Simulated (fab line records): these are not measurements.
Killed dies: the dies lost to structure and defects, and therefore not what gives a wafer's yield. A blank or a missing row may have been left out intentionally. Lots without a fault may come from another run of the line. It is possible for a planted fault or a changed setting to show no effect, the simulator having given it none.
Split-lot study + flow berkeley-cmos170 + on a route of 331 steps: 5 lots, 23 wafers read

## THE SPLIT
At UCB170_NWELL_OXIDATION_01 (target thk 26.4 nm, ox time 1260 s), the setting ox-time-s was moved away from the recipe's 1260 s on 10 of the 23 wafers read, by -10.0% to +7.2%. The other wafers ran this setting at the recipe's value.

The split's own step is where the reading is taken.

## THE READING
SiO2_of_NWELL_OXIDATION_01.thk-nm (the simulator's own value, which no gauge read), in nm, at UCB170_NWELL_OXIDATION_01 (target thk 26.4 nm, ox time 1260 s). The file does not state a usual value for it. Average 25.73 nm, standard deviation 0.44 nm, over the 13 wafers here run with the recipe.

| wafer  | tool, chamber at the split | ox-time-s as run, s | against the recipe | SiO2_of_NWELL_OXIDATION_01.thk-nm, nm | against lot-mates on the recipe |
|--------|----------------------------|---------------------|--------------------|---------------------------------------|---------------------------------|
| L074.1 | furnace-04, 0              | 1260                | recipe             | 26.33                                 | -                               |
| L074.4 | furnace-04, 0              | 1260                | recipe             | 26.71                                 | -                               |
| L074.5 | furnace-04, 0              | 1260                | recipe             | 25.93                                 | -                               |
| L079.1 | -, -                       | 1260                | recipe             | 25.15                                 | -                               |
| L079.2 | -, -                       | 1260                | recipe             | 25.7                                  | -                               |
| L079.3 | -, -                       | 1260                | recipe             | 25.88                                 | -                               |
| L079.4 | -, -                       | 1260                | recipe             | 25.92                                 | -                               |
| L079.6 | -, -                       | 1260                | recipe             | 25.17                                 | -                               |
| L081.1 | -, -                       | 1351                | +7.2%              | 27.19                                 | no lot-mate on the recipe       |
| L081.2 | -, -                       | 1351                | +7.2%              | 27.57                                 | no lot-mate on the recipe       |
| L081.3 | -, -                       | 1351                | +7.2%              | 27.03                                 | no lot-mate on the recipe       |
| L081.6 | -, -                       | 1351                | +7.2%              | 27.03                                 | no lot-mate on the recipe       |
| L081.5 | -, -                       | 1351                | +7.2%              | 26.96                                 | no lot-mate on the recipe       |
| L082.1 | -, -                       | 1260                | recipe             | 25.7                                  | -                               |
| L082.2 | -, -                       | 1260                | recipe             | 25.18                                 | -                               |
| L082.3 | -, -                       | 1260                | recipe             | 25.76                                 | -                               |
| L082.4 | -, -                       | 1260                | recipe             | 25.39                                 | -                               |
| L082.5 | -, -                       | 1260                | recipe             | 25.62                                 | -                               |
| L084.1 | -, -                       | 1134                | -10.0%             | 24.31                                 | no lot-mate on the recipe       |
| L084.2 | -, -                       | 1134                | -10.0%             | 23.95                                 | no lot-mate on the recipe       |
| L084.3 | -, -                       | 1134                | -10.0%             | 23.81                                 | no lot-mate on the recipe       |
| L084.4 | -, -                       | 1134                | -10.0%             | 24.19                                 | no lot-mate on the recipe       |
| L084.6 | -, -                       | 1134                | -10.0%             | 24.2                                  | no lot-mate on the recipe       |

FIT RESULTS
A straight line over all 23 wafers: SiO2_of_NWELL_OXIDATION_01.thk-nm changes by +0.176 nm for each +1% of ox-time-s; r = +0.94; the points scatter about the line by 0.38 nm.
Too few moved wafers have a lot-mate on the recipe to fit a line with each lot's own level taken away.

## THE FILE'S OWN FIT
SiO2_of_NWELL_OXIDATION_01.thk-nm changes by +0.176 nm for each +1% of ox-time-s, r = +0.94.
